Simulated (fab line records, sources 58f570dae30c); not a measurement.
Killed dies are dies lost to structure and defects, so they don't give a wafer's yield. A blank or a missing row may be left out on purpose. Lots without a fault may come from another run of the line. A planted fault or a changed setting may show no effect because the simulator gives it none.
fab line records | flow berkeley_cmos170 | part 1 of 2: steps 1 to 41 of 44
record lots=6 wafers=18 last_day=11
route steps=331 shown CONTACT@226 M1@238 V1@254 M3@331
lots that met no fault: from a run of the same line without faults
start_h: hours from the record's first day to the start of the lot's first wafer shown | wait_h: hours since the lot's step before | " the same as in the row above | L1.1+2: a row that stands for several wafers | - no value, or no start given | * or withheld: withheld | < > ~ a bound
route shown NAME@n: a module of which the file shows steps, and the number in the route of the first | usual: mean/standard deviation of fault-free wafers | same: alike in all rows | chamber/n: place in a boat | sites: the reading at each site | _std_site: their standard deviation | _edge_site: outer sites' mean less inner sites' | radius_mm: how far each site lies from the wafer's centre | mask NAME#n: copy n | behind: the tool/chamber that last shaped the wafer | hold: why the lot was held/for how many hours/how that ended | device: the transistor (n, p or np) that didn't switch | end of line: the same wafers' tests at the end of the route | a step without rows: its recipe alone | killed: dies lost to structure and defects at the first sort, not the wafer's yield | map: a wafer's dies, x killed, . not, _ none there
set.NAME: the setting as run; set.NAME@STEP: as run at that earlier step | model.NAME: the simulator's own value behind a step, which no gauge read
lots at some steps of the route; a table a step, a row a wafer
services: from which hour (start_h, from the record's first day; less than 0 if before it) a tool's chamber was out of use, for how many hours, and why
## steps
# step UCB170_CONTACT_COAT_10
# recipe resist=KrF spin_rpm=1500 resist_thk_nm=900
# step UCB170_CONTACT_SOFTBAKE_11
# recipe resist=KrF temp_c=130 time_s=60
# step UCB170_CONTACT_EXPOSE_12
# recipe mask_id=CONT target_cd_nm=700 na=0.5 sigma_outer=0.6 source_shape=conventional dose_mj=35
# step UCB170_CONTACT_PEB_13
# recipe peb_temp_c=130 peb_time_s=withheld resist=KrF
# step UCB170_CONTACT_DEVELOP_14
# recipe developer=TMAH develop_time_s=45 resist=KrF dev_temp_c=21
# step UCB170_CONTACT_CD_MEAS_15
# recipe target_cd_nm=700
# usual cd_nm=699.8/1.4
# columns lot.wafer tool chamber start_h wait_h cd_nm
L223.2 cd_sem-02 - 145.37 - 699.1
L223.3 " - " " 700.0
L223.5 " - " " 699.4
L225.1 cd_sem-01 - 157.62 - 701.9
L225.5 " - " " 700.7
L225.6 " - " " 701.5
L235.2 cd_sem-01 - 212.08 - 696.2
L235.4 " - " " 696.3
L235.5 " - " " 696.1
L237.1 cd_sem-02 - 226.42 - 700.4
L237.2 " - " " 698.8
L237.5 " - " " 699.7
L239.1 cd_sem-01 - 239.32 - 699.8
L239.2 " - " " 699.0
L239.5 " - " " 699.1
L243.1 cd_sem-02 - 255.61 - 701.8
L243.3 " - " " 702.1
L243.5 " - " " 703.0
# step UCB170_CONTACT_OVL_MEAS_16
# usual CONTACT_OVL=3/4.5
# columns lot.wafer tool chamber start_h wait_h CONTACT_OVL[nm]
L223.2 overlay-01 - 145.47 0.1 10
L223.3 " - " " 4
L223.5 " - " " 12
L225.1 overlay-01 - 157.74 0.1 0
L225.5 " - " " 1
L225.6 " - " " -2
L235.2 overlay-02 - 212.18 0.1 7
L235.4 " - " " 9
L235.5 " - " " 2
L237.1 overlay-02 - 226.54 0.1 -3
L237.2 " - " " -5
L237.5 " - " " -9
L239.1 overlay-02 - 239.44 0.1 4
L239.2 " - " " 0
L239.5 " - " " -7
L243.1 overlay-01 - 255.73 0.1 3
L243.3 " - " " -4
L243.5 " - " " -4
# step UCB170_CONTACT_ETCH_17
# recipe chemistry=N2/H2 target_depth_a=withheld overetch_a=withheld target=BARC time_s=withheld source_w=500 bias_w=100 pressure_mtorr=30 n2_flow_sccm=100 h2_flow_sccm=200
# usual chamber_pressure_mTorr=29.996/0.028 drypump_motor_current_A=5.8/0.45 oes_product_au=1.006/0.023 throttle_valve_pct=13.32/0.13
# columns lot.wafer tool chamber start_h wait_h chamber_pressure_mTorr drypump_motor_current_A oes_product_au throttle_valve_pct
L223.2 rie_diel-04 1 145.50 0.0 30.019 6.0 0.981 13.21
L223.3 " 3 " " 30.000 5.4 1.006 13.39
L223.5 " 2 " " 30.035 5.9 1.017 13.30
L225.1 rie_diel-02 0 157.77 0.0 30.010 5.6 1.013 13.28
L225.5 " 1 " " 29.960 6.4 0.977 13.23
L225.6 " 2 " " 29.956 6.2 1.041 13.23
L235.2 rie_diel-02 2 212.21 0.0 29.973 6.2 1.040 13.23
L235.4 " 0 " " 29.980 5.6 1.023 13.29
L235.5 " 2 " " 30.031 6.2 1.040 13.23
L237.1 rie_diel-04 0 226.57 0.0 30.014 6.3 1.019 13.64
L237.2 " 1 " " 29.991 5.9 0.975 13.19
L237.5 " 3 " " 30.024 5.3 1.007 13.39
L239.1 rie_diel-02 3 239.48 0.0 29.967 5.2 1.013 13.37
L239.2 " 1 " " 29.985 6.4 0.975 13.23
L239.5 " 1 " " 29.987 6.4 0.979 13.21
L243.1 rie_diel-01 2 255.77 0.0 29.982 6.3 0.953 13.39
L243.3 " 3 " " 29.961 4.9 1.055 13.25
L243.5 " 0 " " 30.001 5.6 0.973 13.29
# step UCB170_CONTACT_ETCH_18
# recipe chemistry=CHF3/CF4/Ar target=PSG stop_on=TiSi2 CHF3_flow_sccm=45 cf4_flow_sccm=15 Ar_flow_sccm=150 pressure_mtorr=200 rf_w=700 target_depth_a=8400 over_etch_frac=0.2 time_s=195
# step UCB170_CONTACT_STRIP_19
# recipe chemistry=O2 power_w=400 pressure_mtorr=3500 platen_temp_c=withheld o2_flow_sccm=400 overash_fraction=0.5
# usual chamber_pressure_mTorr=3500/3.3 drypump_motor_current_A=5.8/0.58 oes_product_au=0.725/0.0044
# columns lot.wafer tool chamber start_h wait_h chamber_pressure_mTorr drypump_motor_current_A oes_product_au rf_hours_counter_h
L223.2 plasma_asher-01 0 145.67 - 3497 4.8 0.722 3
L223.3 " 0 " " 3498 4.8 0.719 -
L223.5 " 1 " " 3503 5.9 0.730 -
L225.1 plasma_asher-02 1 157.94 - 3499 5.3 0.725 46
L225.5 " 0 " " 3493 5.5 0.722 -
L225.6 " 1 " " 3497 5.3 0.736 -
L235.2 plasma_asher-04 1 212.38 - 3508 6.3 0.729 52
L235.4 " 1 " " 3494 6.3 0.727 -
L235.5 " 0 " " 3496 6.5 0.726 -
L237.1 plasma_asher-04 0 226.74 - 3495 6.5 0.724 53
L237.2 " 1 " " 3500 6.3 0.727 53
L237.5 " 1 " " 3502 6.3 0.727 -
L239.1 plasma_asher-02 1 239.65 - 3499 5.3 0.731 52
L239.2 " 0 " " 3501 5.5 0.725 52
L239.5 " 0 " " 3504 5.5 0.721 -
L243.1 plasma_asher-02 1 255.93 - 3496 5.3 0.714 54
L243.3 " 0 " " 3508 5.6 0.724 -
L243.5 " 0 " " 3501 5.5 0.732 -
# step UCB170_CONTACT_CD_MEAS_90
# recipe target_cd_nm=700
# usual cd_nm=699.8/1.7
# columns lot.wafer tool chamber start_h wait_h cd_nm
L223.2 cd_sem-02 - 145.79 0.1 697.2
L223.3 " - " " 699.5
L223.5 " - " " 698.8
L225.1 cd_sem-02 - 158.04 0.1 701.0
L225.5 " - " " 699.3
L225.6 " - " " 701.5
L235.2 cd_sem-02 - 212.50 0.1 695.2
L235.4 " - " " 694.8
L235.5 " - " " 695.9
L237.1 cd_sem-02 - 226.84 0.1 702.6
L237.2 " - " " 698.2
L237.5 " - " " 701.4
L239.1 cd_sem-02 - 239.75 0.1 700.4
L239.2 " - " " 697.9
L239.5 " - " " 697.7
L243.1 cd_sem-02 - 256.03 0.1 701.1
L243.3 " - " " 701.3
L243.5 " - " " 702.3
# step UCB170_CONTACT_CLEAN_20
# recipe chemistry=SPM temp_c=120 time_s=600
# step UCB170_M1_SPUTTER_00
# recipe material=Al target_thk_nm=600 time_s=80 power_w=6000 chamber_pressure_pa=0.5
# usual throttle_valve_pct=30.1/0.74
# columns lot.wafer tool chamber start_h wait_h throttle_valve_pct model.Al_of_M1_SPUTTER_00.thk_nm
L223.2 pvd_sputter-01 - 146.07 0.0 30.2 605.3
L223.3 " - " " 29.5 594.4
L223.5 " - " " 29.2 593.6
L225.1 pvd_sputter-02 - 158.33 0.0 31.3 595.2
L225.5 " - " " 29.1 600.8
L225.6 " - " " 29.9 594.2
L235.2 pvd_sputter-01 - 212.78 0.0 31.1 651.7
L235.4 " - " " 29.4 649.7
L235.5 " - " " 31.0 648.1
L237.1 pvd_sputter-01 - 227.15 0.0 30.1 654.3
L237.2 " - " " 29.8 642.3
L237.5 " - " " 29.6 645.9
L239.1 pvd_sputter-02 - 240.06 0.0 29.9 591.2
L239.2 " - " " 28.9 603.8
L239.5 " - " " 28.9 598.5
L243.1 pvd_sputter-04 - 256.33 0.0 28.9 592
L243.3 " - " " 31.0 599.1
L243.5 " - " " 30.0 598.7
# step UCB170_M1_RS_MEAS_01
# recipe thk_meas_gauge=four-point-probe reads=Al_of_M1_SPUTTER_00
# usual M1_AL_RS=0.0487/0.00046
# columns lot.wafer tool chamber start_h wait_h M1_AL_RS[ohm/sq]
L223.2 film_metro-02 - 146.15 0.1 0.0481
L223.3 " - " " 0.0491
L223.5 " - " " 0.0491
L225.1 film_metro-02 - 158.40 0.0 0.0490
L225.5 " - " " 0.0484
L225.6 " - " " 0.0490
L235.2 film_metro-01 - 212.86 0.1 0.0447
L235.4 " - " " 0.0447
L235.5 " - " " 0.0449
L237.1 film_metro-01 - 227.21 0.0 0.0446
L237.2 " - " " 0.0454
L237.5 " - " " 0.0452
L239.1 film_metro-02 - 240.12 0.0 0.0491
L239.2 " - " " 0.0483
L239.5 " - " " 0.0487
L243.1 film_metro-03 - 256.40 0.0 0.0494
L243.3 " - " " 0.0487
L243.5 " - " " 0.0488
# step UCB170_M1_THK_MEAS_02
# recipe thk_meas_gauge=xrf reads=Al_of_M1_SPUTTER_00
# usual M1_AL_THK=615/7.3
# columns lot.wafer tool chamber start_h wait_h M1_AL_THK[nm]
L223.2 film_metro-02 - 146.26 0.1 628
L223.3 " - " " 613
L223.5 " - " " 610
L225.1 film_metro-02 - 158.52 0.1 611
L225.5 " - " " 622
L225.6 " - " " 614
L235.2 film_metro-01 - 212.97 0.1 671
L235.4 " - " " 667
L235.5 " - " " 667
L237.1 film_metro-01 - 227.33 0.1 673
L237.2 " - " " 665
L237.5 " - " " 670
L239.1 film_metro-02 - 240.24 0.1 608
L239.2 " - " " 623
L239.5 " - " " 614
L243.1 film_metro-03 - 256.52 0.1 603
L243.3 " - " " 615
L243.5 " - " " 609
# step UCB170_M1_COAT_03
# recipe resist=BARC temp_c=withheld time_s=withheld spin_rpm=3000 resist_thk_nm=withheld
# step UCB170_M1_COAT_04
# recipe resist=KrF spin_rpm=1500 resist_thk_nm=900
# step UCB170_M1_SOFTBAKE_05
# recipe resist=KrF temp_c=130 time_s=60
# step UCB170_M1_EXPOSE_06
# recipe mask_id=METAL1 target_cd_nm=700 na=0.5 sigma_outer=0.6 source_shape=conventional dose_mj=21
# step UCB170_M1_PEB_07
# recipe peb_temp_c=130 peb_time_s=withheld resist=KrF
# step UCB170_M1_DEVELOP_08
# recipe developer=TMAH develop_time_s=45 resist=KrF dev_temp_c=21
# step UCB170_M1_CD_MEAS_09
# recipe target_cd_nm=700
# usual cd_nm=700.5/1.6
# columns lot.wafer tool chamber start_h wait_h cd_nm
L223.2 cd_sem-02 - 147.68 - 699.7
L223.3 " - " " 698.1
L223.5 " - " " 698.9
L225.1 cd_sem-01 - 159.75 - 705.3
L225.5 " - " " 703.2
L225.6 " - " " 703.8
L235.2 cd_sem-01 - 214.09 - 701.4
L235.4 " - " " 700.2
L235.5 " - " " 699.8
L237.1 cd_sem-02 - 228.46 - 698.0
L237.2 " - " " 697.5
L237.5 " - " " 697.6
L239.1 cd_sem-01 - 241.34 - 699.8
L239.2 " - " " 698.7
L239.5 " - " " 700.4
L243.1 cd_sem-01 - 257.42 - 701.7
L243.3 " - " " 702.7
L243.5 " - " " 701.5
# step UCB170_M1_OVL_MEAS_10
# usual M1_OVL=2/5.5
# columns lot.wafer tool chamber start_h wait_h M1_OVL[nm]
L223.2 overlay-02 - 147.78 0.1 5
L223.3 " - " " 7
L223.5 " - " " 1
L225.1 overlay-02 - 159.87 0.1 7
L225.5 " - " " 1
L225.6 " - " " 0
L235.2 overlay-02 - 214.20 0.1 2
L235.4 " - " " 5
L235.5 " - " " -1
L237.1 overlay-01 - 228.58 0.1 -2
L237.2 " - " " 12
L237.5 " - " " 7
L239.1 overlay-01 - 241.46 0.1 12
L239.2 " - " " 6
L239.5 " - " " 3
L243.1 overlay-01 - 257.54 0.1 -5
L243.3 " - " " -1
L243.5 " - " " 3
# step UCB170_M1_ETCH_11
# recipe chemistry=N2/H2 target_depth_a=withheld overetch_a=withheld target=BARC time_s=withheld source_w=500 bias_w=100 pressure_mtorr=30 n2_flow_sccm=100 h2_flow_sccm=200
# usual chamber_pressure_mTorr=30.002/0.027 drypump_motor_current_A=5.8/0.34 oes_product_au=1.001/0.023 throttle_valve_pct=13.34/0.13
# columns lot.wafer tool chamber start_h wait_h chamber_pressure_mTorr drypump_motor_current_A oes_product_au throttle_valve_pct
L223.2 rie_diel-04 3 147.81 0.0 30.002 5.4 1.004 13.38
L223.3 " 2 " " 29.999 5.8 1.018 13.32
L223.5 " 0 " " 30.011 6.4 1.025 13.63
L225.1 rie_diel-03 2 159.91 0.0 29.968 5.7 0.996 13.38
L225.5 " 3 " " 30.010 6.1 0.992 13.25
L225.6 " 2 " " 29.986 5.7 1.001 13.37
L235.2 rie_diel-03 3 214.23 0.0 29.981 6.0 1.001 13.26
L235.4 " 0 " " 30.019 5.7 0.989 13.39
L235.5 " 1 " " 30.007 5.5 0.946 13.29
L237.1 rie_diel-03 0 228.61 0.0 30.015 5.7 0.998 13.39
L237.2 " 3 " " 30.025 6.0 1.002 13.25
L237.5 " 3 " " 30.001 6.0 1.000 13.24
L239.1 rie_diel-03 2 241.50 0.0 30.007 5.8 1.016 13.40
L239.2 " 3 " " 29.996 6.0 0.997 13.25
L239.5 " 0 " " 30.021 5.7 0.990 13.40
L243.1 rie_diel-04 2 257.57 0.0 29.957 5.9 1.019 13.30
L243.3 " 0 " " 30.041 6.3 1.025 13.62
L243.5 " 3 " " 29.968 5.3 0.999 13.36
# step UCB170_M1_METAL_ETCH_12
# recipe chemistry=Cl2/BCl3 target=Al stop_on=PSG pressure_mtorr=12 target_depth_a=7800 over_etch_frac=0.3 time_s=130 icp_w=600 bias_w=120 Cl2_flow_sccm=90 bcl3_flow_sccm=45
# step UCB170_M1_STRIP_13
# recipe chemistry=O2 power_w=400 pressure_mtorr=3500 platen_temp_c=withheld o2_flow_sccm=400 overash_fraction=0.5
# usual chamber_pressure_mTorr=3500/3.4 drypump_motor_current_A=5.8/0.63 oes_product_au=0.720/0.0045
# columns lot.wafer tool chamber start_h wait_h chamber_pressure_mTorr drypump_motor_current_A oes_product_au rf_hours_counter_h
L223.2 plasma_asher-03 0 147.99 0.1 3500 5.0 0.724 37
L223.3 " 1 " " 3502 5.8 0.719 -
L223.5 " 1 " " 3500 5.8 0.718 -
L225.1 plasma_asher-03 1 160.08 0.1 3505 5.8 0.720 39
L225.5 " 0 " " 3503 5.0 0.712 -
L225.6 " 1 " " 3506 5.8 0.712 -
L235.2 plasma_asher-04 0 214.54 0.2 3496 6.5 0.717 52
L235.4 " 1 " " 3501 6.4 0.725 -
L235.5 " 1 " " 3496 6.3 0.724 -
L237.1 plasma_asher-03 0 228.79 0.1 3502 5.0 0.724 46
L237.2 " 1 " " 3506 5.8 0.720 46
L237.5 " 1 " " 3501 5.8 0.725 -
L239.1 plasma_asher-03 1 241.67 0.1 3498 5.8 0.716 48
L239.2 " 0 " " 3504 5.0 0.723 48
L239.5 " 0 " " 3499 4.9 0.715 -
L243.1 plasma_asher-04 1 257.75 0.1 3499 6.3 0.720 57
L243.3 " 1 " " 3503 6.3 0.723 -
L243.5 " 0 " " 3499 6.5 0.714 -
# step UCB170_M1_CD_MEAS_90
# recipe target_cd_nm=700
# usual cd_nm=700.4/2.9
# columns lot.wafer tool chamber start_h wait_h cd_nm
L223.2 cd_sem-01 - 148.33 0.3 701.6
L223.3 " - " " 698.7
L223.5 " - " " 695.8
L225.1 cd_sem-02 - 160.18 0.1 701.6
L225.5 " - " " 703.2
L225.6 " - " " 697.5
L235.2 cd_sem-01 - 214.66 0.1 702.4
L235.4 " - " " 702.0
L235.5 " - " " 699.8
L237.1 cd_sem-02 - 228.89 0.1 699.9
L237.2 " - " " 698.2
L237.5 " - " " 699.7
L239.1 cd_sem-01 - 241.77 0.1 695.3
L239.2 " - " " 698.3
L239.5 " - " " 700.8
L243.1 cd_sem-01 - 257.85 0.1 701.8
L243.3 " - " " 700.5
L243.5 " - " " 700.3
# step UCB170_M1_ANNEAL_14
# recipe temp_c=400 time_s=1200 ambient=forming_gas
# step UCB170_V1_CVD_00
# recipe material=SiO2 target_thk_nm=2000 temp_c=390 precursor=TEOS/O2 time_s=250 rf_w=550 pressure_mtorr=9000
# step UCB170_V1_THK_MEAS_01
# recipe reads=SiO2_of_V1_CVD_00
# usual V1_TEOS_THK=1994/26
# columns lot.wafer tool chamber start_h wait_h V1_TEOS_THK[nm]
L223.2 film_metro-03 - 150.71 0.1 1959
L223.3 " - " " 1986
L223.5 " - " " 1996
L225.1 film_metro-04 - 164.45 0.1 1984
L225.5 " - " " 1980
L225.6 " - " " 1963
L235.2 film_metro-03 - 222.35 0.1 2023
L235.4 " - " " 2035
L235.5 " - " " 2039
L237.1 film_metro-02 - 233.75 0.1 1977
L237.2 " - " " 1969
L237.5 " - " " 2002
L239.1 film_metro-03 - 245.84 0.1 1963
L239.2 " - " " 1961
L239.5 " - " " 1977
L243.1 film_metro-03 - 263.04 0.1 2001
L243.3 " - " " 1988
L243.5 " - " " 2020
# step UCB170_V1_CMP_02
# recipe material=SiO2 down_force_psi=6 platen_rpm=60 pad_velocity_m_s=0.75398
# usual head_pressure_psi=6.001/0.013 motor_current_A=17.2/2.5
# columns lot.wafer tool chamber start_h wait_h head_pressure_psi motor_current_A
L223.3 cmp-01 0 150.76 0.0 6.018 17.2
L223.2 " 3 " " 6.014 20.6
L223.5 " 0 " " 6.041 17.0
L225.1 cmp-01 2 164.61 0.1 6.004 15.5
L225.5 " 0 " " 5.986 16.4
L225.6 " 1 " " 6.001 14.2
L235.4 cmp-01 2 222.45 0.1 6.011 15.5
L235.2 " 3 " " 6.005 21.4
L235.5 " 1 " " 6.008 13.8
L237.1 cmp-01 0 233.86 0.1 5.989 16.8
L237.2 " 2 " " 5.989 15.5
L237.5 " 3 " " 5.992 21.9
L239.2 cmp-01 3 245.90 0.0 6.020 21.8
L239.1 " 1 " " 6.013 13.4
L239.5 " 3 " " 5.997 21.1
L243.1 cmp-02 2 263.20 0.1 5.989 18.9
L243.3 " 3 " " 6.015 19.3
L243.5 " 0 " " 5.981 16.6
# step UCB170_V1_BOW_MEAS_03
# recipe mode=bow
# usual V1_BOW=20/6.9
# columns lot.wafer tool chamber start_h wait_h V1_BOW[um]
L223.2 film_metro-04 - 151.08 0.1 24
L223.3 " - " " 23
L223.5 " - " " 32
L225.1 film_metro-03 - 164.81 0.1 17
L225.5 " - " " 25
L225.6 " - " " 9
L235.2 film_metro-04 - 222.72 0.2 29
L235.4 " - " " 24
L235.5 " - " " 21
L237.1 film_metro-03 - 234.11 0.2 36
L237.2 " - " " 19
L237.5 " - " " 19
L239.1 film_metro-03 - 246.20 0.1 21
L239.2 " - " " 19
L239.5 " - " " 15
L243.1 film_metro-02 - 263.40 0.1 13
L243.3 " - " " 25
L243.5 " - " " 26
# step UCB170_V1_THK_MEAS_04
# recipe reads=SiO2_of_V1_CVD_00
# usual V1_POLISHED_THK=1000.7/1.3
# columns lot.wafer tool chamber start_h wait_h V1_POLISHED_THK[nm]
L223.2 film_metro-04 - 151.19 0.1 999.8
L223.3 " - " " 999.9
L223.5 " - " " 1002.2
L225.1 film_metro-03 - 164.93 0.1 1001.2
L225.5 " - " " 1001.3
L225.6 " - " " 1001.8
L235.2 film_metro-04 - 222.83 0.1 999.8
L235.4 " - " " 999.3
L235.5 " - " " 1001.0
L237.1 film_metro-03 - 234.23 0.1 1001.1
L237.2 " - " " 998.9
L237.5 " - " " 997.8
L239.1 film_metro-03 - 246.32 0.1 1002.6
L239.2 " - " " 998.8
L239.5 " - " " 998.5
L243.1 film_metro-02 - 263.52 0.1 1000.5
L243.3 " - " " 1000.2
L243.5 " - " " 1000.8
# step UCB170_V1_CLEAN_05
# recipe chemistry=DIW
# step UCB170_V1_HMDS_06
# recipe prime_time_s=60 prime_temp_c=100
# step UCB170_V1_COAT_07
# recipe resist=KrF spin_rpm=1500 resist_thk_nm=900
# step UCB170_V1_SOFTBAKE_08
# recipe resist=KrF temp_c=130 time_s=60
# step UCB170_V1_EXPOSE_09
# recipe mask_id=VIA1 target_cd_nm=700 na=0.5 sigma_outer=0.6 source_shape=conventional dose_mj=37
# step UCB170_V1_PEB_10
# recipe peb_temp_c=130 peb_time_s=withheld resist=KrF
# step UCB170_V1_DEVELOP_11
# recipe developer=TMAH develop_time_s=45 resist=KrF dev_temp_c=21
# step UCB170_V1_CD_MEAS_12
# recipe target_cd_nm=700
# usual cd_nm=699.8/1.6
# columns lot.wafer tool chamber start_h wait_h cd_nm
L223.2 cd_sem-02 - 152.89 - 697.8
L223.3 " - " " 696.8
L223.5 " - " " 698.7
L225.1 cd_sem-01 - 166.14 - 700.3
L225.5 " - " " 700.7
L225.6 " - " " 699.6
L235.2 cd_sem-01 - 223.93 - 701.0
L235.4 " - " " 700.9
L235.5 " - " " 700.1
L237.1 cd_sem-01 - 235.47 - 698.9
L237.2 " - " " 700.1
L237.5 " - " " 697.7
L239.1 cd_sem-01 - 247.96 - 701.1
L239.2 " - " " 702.8
L239.5 " - " " 700.9
L243.1 cd_sem-02 - 264.61 - 701.2
L243.3 " - " " 701.8
L243.5 " - " " 701.6
## key
first_sign step=UCB170_M1_RS_MEAS_01 reading=M1_AL_RS direction=down sigmas=8.1 usual=0.0487 struck=0.0449
effect step=UCB170_M1_THK_MEAS_02 reading=M1_AL_THK direction=up sigmas=7.3 usual=615 struck=669
model_effect step=UCB170_M1_SPUTTER_00 value=Al_of_M1_SPUTTER_00.thk_nm without=597.8 struck=648.7
model_effect step=UCB170_V1_ETCH_14 value=Al_of_M1_SPUTTER_00.thk_nm without=597.7 struck=648.6
model_effect step=UCB170_M3_PROBE_99 value=etest.tester.sort_n_pass without=260.7 struck=239.3
met_at UCB170_M1_SPUTTER_00
struck_wafers L235.2,L235.4,L235.5,L237.1,L237.2,L237.5
onset_between 146.07 212.78
also_fits UCB170_CONTACT_STRIP_19:plasma_asher-04
fault kind=process_parameter_drift tool=pvd_sputter-01 chamber=- onset_h=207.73 steps=UCB170_M1_SPUTTER_00 channel=target_thk_nm offset=50.872 shape=step end_h=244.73 acts_in=these_recipes_only stated=600
